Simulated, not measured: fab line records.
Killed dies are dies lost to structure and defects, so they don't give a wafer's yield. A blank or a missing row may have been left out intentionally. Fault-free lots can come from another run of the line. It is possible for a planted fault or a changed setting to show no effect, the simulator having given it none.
Split-lot trial / flow berkeleyCmos170 / 23 wafers read from 5 lots, route of 331 steps

ABOUT THE SPLIT
At UCB170_M1_COAT_04 (resist thk 900 nm), the setting resistThkNm was moved away from the recipe's 900 nm on 11 of the 23 wafers read, by -2.0% to +5.7%. The other wafers ran this setting at the recipe's value.

FROM THE SPLIT TO THE READING: what the file shows between them, 3 steps
- UCB170_M1_SOFTBAKE_05: time 60 s
- UCB170_M1_EXPOSE_06: exposes mask METAL1, target cd 700 nm
- UCB170_M1_ETCH_11: etches BARC in N2/H2

THE READING
KrF_of_M1_COAT_04.thkNm (the simulator's own value, which no gauge read), in nm, at UCB170_M1_METAL_ETCH_12 (etches Al in Cl2/BCl3, stops on PSG, target depth 780 nm, time 130 s). No usual value for it is given in the file. Average 429.1 nm, standard deviation 12 nm, over the 12 wafers here run with the recipe.

wafer=L077.1; tool, chamber at the split=lithoTrack-02, 0; resistThkNm as run, nm=951.7; against the recipe=+5.7%; KrF_of_M1_COAT_04.thkNm, nm=474.7; against lot-mates on the recipe=+52.8
wafer=L077.2; tool, chamber at the split=lithoTrack-02, 0; resistThkNm as run, nm=900; against the recipe=recipe; KrF_of_M1_COAT_04.thkNm, nm=419.9; against lot-mates on the recipe=-
wafer=L077.3; tool, chamber at the split=lithoTrack-02, 0; resistThkNm as run, nm=951.7; against the recipe=+5.7%; KrF_of_M1_COAT_04.thkNm, nm=470.7; against lot-mates on the recipe=+48.8
wafer=L077.5; tool, chamber at the split=lithoTrack-02, 0; resistThkNm as run, nm=951.7; against the recipe=+5.7%; KrF_of_M1_COAT_04.thkNm, nm=472.2; against lot-mates on the recipe=+50.3
wafer=L077.6; tool, chamber at the split=lithoTrack-02, 0; resistThkNm as run, nm=900; against the recipe=recipe; KrF_of_M1_COAT_04.thkNm, nm=423.9; against lot-mates on the recipe=-
wafer=L079.2; tool, chamber at the split=lithoTrack-02, 0; resistThkNm as run, nm=900; against the recipe=recipe; KrF_of_M1_COAT_04.thkNm, nm=414.4; against lot-mates on the recipe=-
wafer=L079.5; tool, chamber at the split=lithoTrack-02, 0; resistThkNm as run, nm=900; against the recipe=recipe; KrF_of_M1_COAT_04.thkNm, nm=429.5; against lot-mates on the recipe=-
wafer=L079.6; tool, chamber at the split=lithoTrack-02, 0; resistThkNm as run, nm=900; against the recipe=recipe; KrF_of_M1_COAT_04.thkNm, nm=411.3; against lot-mates on the recipe=-
wafer=L083.2; tool, chamber at the split=lithoTrack-02, 0; resistThkNm as run, nm=881.7; against the recipe=-2.0%; KrF_of_M1_COAT_04.thkNm, nm=441.7; against lot-mates on the recipe=-5.5
wafer=L083.3; tool, chamber at the split=lithoTrack-02, 0; resistThkNm as run, nm=881.7; against the recipe=-2.0%; KrF_of_M1_COAT_04.thkNm, nm=409.1; against lot-mates on the recipe=-38.1
wafer=L083.4; tool, chamber at the split=lithoTrack-02, 0; resistThkNm as run, nm=900; against the recipe=recipe; KrF_of_M1_COAT_04.thkNm, nm=463.2; against lot-mates on the recipe=-
wafer=L083.5; tool, chamber at the split=lithoTrack-02, 0; resistThkNm as run, nm=900; against the recipe=recipe; KrF_of_M1_COAT_04.thkNm, nm=431.2; against lot-mates on the recipe=-
wafer=L083.6; tool, chamber at the split=lithoTrack-02, 0; resistThkNm as run, nm=881.7; against the recipe=-2.0%; KrF_of_M1_COAT_04.thkNm, nm=441.3; against lot-mates on the recipe=-5.9
wafer=L085.1; tool, chamber at the split=lithoTrack-01, 0; resistThkNm as run, nm=883.1; against the recipe=-1.9%; KrF_of_M1_COAT_04.thkNm, nm=416.4; against lot-mates on the recipe=-14.6
wafer=L085.3; tool, chamber at the split=lithoTrack-01, 0; resistThkNm as run, nm=900; against the recipe=recipe; KrF_of_M1_COAT_04.thkNm, nm=429.4; against lot-mates on the recipe=-
wafer=L085.4; tool, chamber at the split=lithoTrack-01, 0; resistThkNm as run, nm=900; against the recipe=recipe; KrF_of_M1_COAT_04.thkNm, nm=431.6; against lot-mates on the recipe=-
wafer=L085.5; tool, chamber at the split=lithoTrack-01, 0; resistThkNm as run, nm=883.1; against the recipe=-1.9%; KrF_of_M1_COAT_04.thkNm, nm=419; against lot-mates on the recipe=-12.0
wafer=L085.6; tool, chamber at the split=lithoTrack-01, 0; resistThkNm as run, nm=900; against the recipe=recipe; KrF_of_M1_COAT_04.thkNm, nm=432.1; against lot-mates on the recipe=-
wafer=L084.1; tool, chamber at the split=lithoTrack-02, 0; resistThkNm as run, nm=900; against the recipe=recipe; KrF_of_M1_COAT_04.thkNm, nm=430.2; against lot-mates on the recipe=-
wafer=L084.2; tool, chamber at the split=lithoTrack-02, 0; resistThkNm as run, nm=950.2; against the recipe=+5.6%; KrF_of_M1_COAT_04.thkNm, nm=465.1; against lot-mates on the recipe=+34.1
wafer=L084.3; tool, chamber at the split=lithoTrack-02, 0; resistThkNm as run, nm=950.2; against the recipe=+5.6%; KrF_of_M1_COAT_04.thkNm, nm=463; against lot-mates on the recipe=+32.0
wafer=L084.4; tool, chamber at the split=lithoTrack-02, 0; resistThkNm as run, nm=950.2; against the recipe=+5.6%; KrF_of_M1_COAT_04.thkNm, nm=480; against lot-mates on the recipe=+49.0
wafer=L084.6; tool, chamber at the split=lithoTrack-02, 0; resistThkNm as run, nm=900; against the recipe=recipe; KrF_of_M1_COAT_04.thkNm, nm=431.9; against lot-mates on the recipe=-

THE FIT
A straight line over all 23 wafers: KrF_of_M1_COAT_04.thkNm changes by +6.5 nm for each +1% of resistThkNm; r = +0.84; the points scatter about the line by 13 nm.
The same after taking each lot's own level away (the mean of its wafers on the recipe; 23 wafers): +7.85 nm for each +1%; r = +0.93; scatter 9.2 nm.
Per that fit: largest resistThkNm move, reading shift of 45 nm.
The lots' own levels span 418.40 to 447.20 nm, that is 2.3 times the standard deviation above.
So the lot-to-lot level changes the slope: the two fits differ.
Check: +43.7 nm against its lot-mates is what the line predicts for one of the wafers moved furthest among these (+5.7%) when that wafer is left out of the fit. Against them it came out at +52.8 nm.

OTHER SPLITS ON THESE WAFERS
Before the reading, these wafers also passed through other splits. Each is held against what the fit with the lots' levels taken away leaves over:
other split on the same wafers=UCB170_NLDD_IMPLANT_09 doseCm2; wafers away from the commonest value=9; r with KrF_of_M1_COAT_04.thkNm (lot level and that fit taken away)=-0.04
other split on the same wafers=UCB170_PSD_PEB_04 pebTempC; wafers away from the commonest value=10; r with KrF_of_M1_COAT_04.thkNm (lot level and that fit taken away)=+0.21
other split on the same wafers=UCB170_SDANNEAL_RTA_00 timeS; wafers away from the commonest value=5; r with KrF_of_M1_COAT_04.thkNm (lot level and that fit taken away)=-0.53
other split on the same wafers=UCB170_CONTACT_COAT_10 spinRpm; wafers away from the commonest value=8; r with KrF_of_M1_COAT_04.thkNm (lot level and that fit taken away)=-0.13

THE WHOLE CHAIN: every reading that the file lists as answering this split, in the file's order
step=UCB170_M1_COAT_04; what it does=resist thk 900 nm; reading=KrF_of_M1_COAT_04.thkNm (the simulator's own value, which no gauge read); change (the file's fit)=+8.83 nm for each +1% of the setting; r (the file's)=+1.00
step=UCB170_M1_METAL_ETCH_12; what it does=etches Al in Cl2/BCl3, stops on PSG, target depth 780 nm, time 130 s; reading=KrF_of_M1_COAT_04.thkNm (the simulator's own value, which no gauge read); change (the file's fit)=+7.85 nm for each +1% of the setting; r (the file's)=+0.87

THE FILE'S OWN FIT
KrF_of_M1_COAT_04.thkNm changes by +7.85 nm for each +1% of resistThkNm, r = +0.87.
